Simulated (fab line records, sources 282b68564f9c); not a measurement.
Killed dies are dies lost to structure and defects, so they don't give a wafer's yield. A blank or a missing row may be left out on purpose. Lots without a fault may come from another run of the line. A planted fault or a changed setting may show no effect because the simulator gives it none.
fab line records | flow rit_cmos
record lots=14 wafers=42 last_day=8
route steps=202 shown FOX1@20
lots that met no fault: from a run of the same line without faults
start_h: hours from the record's first day to the start of the lot's first wafer shown | wait_h: hours since the lot's step before | " the same as in the row above | L1.1+2: a row that stands for several wafers | - no value, or no start given | * or withheld: withheld | < > ~ a bound
route shown NAME@n: a module of which the file shows steps, and the number in the route of the first | usual: mean/standard deviation of fault-free wafers | same: alike in all rows | chamber/n: place in a boat | sites: the reading at each site | _std_site: their standard deviation | _edge_site: outer sites' mean less inner sites' | radius_mm: how far each site lies from the wafer's centre | mask NAME#n: copy n | behind: the tool/chamber that last shaped the wafer | hold: why the lot was held/for how many hours/how that ended | device: the transistor (n, p or np) that didn't switch | end of line: the same wafers' tests at the end of the route | a step without rows: its recipe alone | killed: dies lost to structure and defects at the first sort, not the wafer's yield | map: a wafer's dies, x killed, . not, _ none there
set.NAME: the setting as run; set.NAME@STEP: as run at that earlier step | model.NAME: the simulator's own value behind a step, which no gauge read
steps of the route over a sample of lots; a table a step, a row a wafer
services: from which hour (start_h, from the record's first day; less than 0 if before it) a tool's chamber was out of use, for how many hours, and why
## steps
# step RIT_FOX1_OXIDATION_00
# recipe temp_c=1100 ambient=H2O target_thk_a=3507 p_h2o_torr=720 ox_time_s=1130
# usual spike_tc_centre_C=1101.5/1.1 spike_tc_load_C=1129.1/1.9 spike_tc_source_C=1126.2/2.4 tube_center_temp_C=1100/0.1 tube_center_temp_C_max=1102.7/0.44 zone_power_load_pct=43.2/1
# columns lot.wafer tool chamber start_h wait_h spike_tc_centre_C spike_tc_load_C spike_tc_source_C tube_center_temp_C tube_center_temp_C_max zone_power_load_pct
L894.3 furnace-03 0 18.20 1.9 1102.6 1131.2 1128.1 1099.9 1102.7 44.2
L894.4 " 0 " " 1102.3 1131.2 1129.1 1100 1102.9 44.1
L894.6 " 0 " " 1101.9 1129.9 1128.6 1100.1 1102.8 43.2
L895.2 furnace-01 0 23.99 1.2 1099.6 1131.3 1125.5 1099.9 1102.3 44.9
L895.4 " 0 " " 1102.6 1131.2 1127.9 1100 1102.9 44.8
L895.6 " 0 " " 1101.5 1131.0 1128.0 1100 1102.7 45.1
L896.1 furnace-04 0 28.86 3.0 1101.4 1127.2 1122.6 1099.9 1102.4 41.9
L896.3 " 0 " " 1102.5 1127.6 1123.5 1099.9 1102.1 42.0
L896.6 " 0 " " 1100.6 1127.7 1123.8 1099.9 1103.0 42.8
L897.1 furnace-04 0 32.11 1.4 1100.5 1127.0 1123.8 1099.9 1102.3 42.2
L897.3 " 0 " " 1100.6 1126.8 1123.5 1100.1 1102.9 42.1
L897.6 " 0 " " 1101.7 1128.8 1125.1 1099.8 1103.0 42.1
L898.1 furnace-04 0 36.06 0.4 1101.2 1127.3 1121.6 1100 1102.6 42.2
L898.5 " 0 " " 1100.3 1128.8 1124.0 1100 1102.4 43.0
L898.6 " 0 " " 1099.8 1127.1 1123.6 1099.8 1102.2 42.4
L899.1 furnace-04 0 42.05 1.3 1061.3 1087.3 1083.2 1059.8 1062.4 38.8
L899.2 " 0 " " 1060.9 1085.9 1082.3 1060.2 1064.1 38.5
L899.4 " 0 " " 1060.5 1086.3 1083.1 1059.9 1062.2 38.2
L900.2 furnace-04 0 45.76 0.1 1060.7 1087.2 1083.9 1059.9 1063.2 39.3
L900.4 " 0 " " 1061.5 1086.4 1082.6 1060.1 1063.7 38.9
L900.6 " 0 " " 1060.9 1087.3 1084.4 1060.1 1062.8 38.3
L901.2 furnace-03 0 52.05 1.4 1103.9 1132.3 1128.5 1100.1 1103.1 43.7
L901.3 " 0 " " 1102.6 1131.6 1129.0 1100 1102.5 43.3
L901.4 " 0 " " 1100.7 1131.1 1127.6 1099.9 1102.7 42.8
L902.3 furnace-04 0 58.96 3.3 1062.1 1085.7 1083.6 1060.1 1062.6 38.6
L902.4 " 0 " " 1061.1 1085.5 1082.3 1059.9 1062.7 39.0
L902.5 " 0 " " 1061.4 1085.7 1082.8 1060 1063.5 38.8
L910.2 furnace-01 0 96.06 0.0 1102.0 1131.1 1129.0 1099.8 1102.3 44.7
L910.4 " 0 " " 1101.6 1129.8 1127.4 1099.9 1102.2 45.1
L910.6 " 0 " " 1103.5 1131.1 1128.0 1100 1102.3 45.3
L912.1 furnace-01 0 107.40 0.2 1100.7 1130.4 1127.8 1100.1 1103.2 43.9
L912.4 " 0 " " 1102.6 1130.5 1125.5 1099.9 1102.3 44.3
L912.5 " 0 " " 1102.3 1130.1 1128.6 1099.8 1102.8 44.7
L915.1 furnace-03 0 122.13 0.6 1100.8 1131.1 1129.6 1100.1 1103.5 43.5
L915.3 " 0 " " 1102.6 1129.9 1129.5 1100 1102.2 43.4
L915.5 " 0 " " 1101.2 1130.3 1129.4 1100.1 1102.5 43.5
L916.1 furnace-03 0 127.95 2.2 1102.4 1129.7 1129.5 1100.1 1103.2 42.4
L916.2 " 0 " " 1101.4 1131.3 1126.5 1099.9 1101.8 43.5
L916.4 " 0 " " 1099.8 1129.2 1126.8 1099.9 1103.0 43.1
L917.1 furnace-03 0 133.38 1.8 1103.0 1130.3 1128.2 1100 1102.9 43.5
L917.2 " 0 " " 1101.8 1132.8 1129.6 1100 1103.2 43.3
L917.6 " 0 " " 1103.0 1132.7 1128.1 1099.9 1102.7 42.9
# step RIT_FOX1_THK_MEAS_01
# recipe reads=SiO2_of_FOX1_OXIDATION_00
# usual FOX1_OXIDE_THK=350/7.1
# columns lot.wafer tool chamber start_h wait_h FOX1_OXIDE_THK[nm]
L894.3 film_metro-01 - 19.53 0.0 348
L894.4 " - " " 345
L894.6 " - " " 341
L895.2 film_metro-04 - 25.31 0.0 370
L895.4 " - " " 361
L895.6 " - " " 369
L896.1 film_metro-04 - 30.17 0.0 356
L896.3 " - " " 357
L896.6 " - " " 360
L897.1 film_metro-01 - 33.42 0.0 357
L897.3 " - " " 354
L897.6 " - " " 349
L898.1 film_metro-01 - 37.37 0.0 358
L898.5 " - " " 351
L898.6 " - " " 355
L899.1 film_metro-01 - 43.37 0.0 280
L899.2 " - " " 277
L899.4 " - " " 281
L900.2 film_metro-04 - 47.08 0.0 282
L900.4 " - " " 274
L900.6 " - " " 287
L901.2 film_metro-03 - 53.38 0.0 341
L901.3 " - " " 347
L901.4 " - " " 353
L902.3 film_metro-04 - 60.30 0.0 273
L902.4 " - " " 270
L902.5 " - " " 278
L910.2 film_metro-01 - 97.39 0.0 348
L910.4 " - " " 345
L910.6 " - " " 347
L912.1 film_metro-03 - 108.71 0.0 344
L912.4 " - " " 348
L912.5 " - " " 350
L915.1 film_metro-03 - 123.44 0.0 343
L915.3 " - " " 342
L915.5 " - " " 349
L916.1 film_metro-01 - 129.27 0.0 357
L916.2 " - " " 354
L916.4 " - " " 355
L917.1 film_metro-04 - 134.69 0.0 353
L917.2 " - " " 353
L917.6 " - " " 355
## services
# columns tool chamber start_h hours kind
furnace-01 - 12.30 3.6 pm
furnace-03 - 21.02 3.6 pm
furnace-01 - 27.24 2.7 pm
furnace-04 - 124.44 4.2 pm
## key
first_sign step=RIT_FOX1_OXIDATION_00 reading=tube_center_temp_C direction=down sigmas=99+ usual=* struck=*
effect step=RIT_FOX1_OXIDATION_00 reading=tube_center_temp_C_max direction=down sigmas=90 usual=* struck=*
effect step=RIT_FOX1_THK_MEAS_01 reading=FOX1_OXIDE_THK direction=down sigmas=10 usual=350 struck=278
met_at RIT_FOX1_OXIDATION_00
struck_lots L899,L900,L902
tester_left_out L899,L900,L902
onset_between 36.06 42.05
fault kind=process_parameter_drift tool=furnace-04 chamber=- onset_h=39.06 steps=RIT_FOX1_OXIDATION_00 channel=temp_c offset=* shape=step end_h=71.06 acts_in=* stated=*
# tester_left_out: of these lots the tester's yield and bins aren't shown, on N5 and GAA mostly nor the transistor test; their killed dies are dies lost to structure and defects alone, not to doping, threshold or leakage, so they don't give the yield
